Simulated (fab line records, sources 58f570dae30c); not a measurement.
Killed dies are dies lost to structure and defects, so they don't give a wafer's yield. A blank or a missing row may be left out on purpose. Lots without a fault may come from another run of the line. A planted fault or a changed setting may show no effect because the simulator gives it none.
One fault seen from 2 desks | flow berkeley_cmos170 | each desk has only its own numbers; what lay behind them comes last

THE METROLOGY DESK
What the gauges read, lot by lot, whatever tool the lot ran on: means of the sampled wafers that have a number. A lot is out of limits, marked OUT, if its mean lies more than 4 standard deviations from the usual mean; the brackets give that distance.
Columns: A = NLDD_TW at UCB170_NLDD_TW_MEAS_11, usual 2209; B = M1_OVL at UCB170_M1_OVL_MEAS_10, usual 0 nm
lot  | first seen here | A    | B
L229 | day 7 09:59     | 2242 | -3
L230 | day 7 23:41     | 2209 | 1
L234 | day 8 09:25     | 2205 | 2
L232 | day 8 09:49     | 2190 | -8
L235 | day 9 09:27     | 2180 | -1
L243 | day 10 03:04    | 2244 | 3
L239 | day 10 03:28    | 2192 | -2
L237 | day 10 04:15    | 2178 | 7
L238 | day 10 04:22    | 2177 | -2
L241 | day 10 04:36    | 2186 | 2
L248 | day 11 11:19    | 2234 | 8
L252 | day 12 04:29    | 2256 | -3
L251 | day 12 04:32    | 2212 | -1
L250 | day 12 04:48    | 2189 | 3
This desk's finding: nothing out of limits on any of the 14 lots.

THE TOOL OWNER'S DESK: litho_track-03
The tool's own readings at UCB170_M1_PEB_07: means of the sampled wafers that have a number, for each lot that ran on this tool. A lot is out of limits, marked OUT, if its mean lies more than 4 standard deviations from the usual mean; the brackets give that distance.
Columns: A = heater_power_total_W at UCB170_M1_PEB_07, usual 56.80 W
lot  | first seen here | A
L229 | day 8 04:08     | 56.79
L235 | day 10 03:42    | 56.80
L243 | day 10 22:35    | 56.82
L237 | day 11 01:08    | 57.63 (+19) OUT
L241 | day 11 03:01    | 57.64 (+19) OUT
This desk's finding: out of limits on L237, L241; first on L237, day 11 01:08 (heater_power_total_W at UCB170_M1_PEB_07). In limits: L229, L235, L243.

PUT TOGETHER
The tool owner's desk could have raised an alarm at day 11 01:08, on L237, L241.
The metrology desk saw nothing out of limits.
The metrology desk has L237, L241 on record, within its limits.
Of the lots named, all ran UCB170_M1_PEB_07 on litho_track-03.

WHAT THE SIMULATOR HAD PUT IN
Process parameter drift: litho_track-03, from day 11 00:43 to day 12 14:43, at UCB170_M1_PEB_07. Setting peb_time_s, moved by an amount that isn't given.
Lots struck among those shown: L237, L241.
Hours from the fault's start to each desk's first reading out of limits: the tool owner's desk, 0.
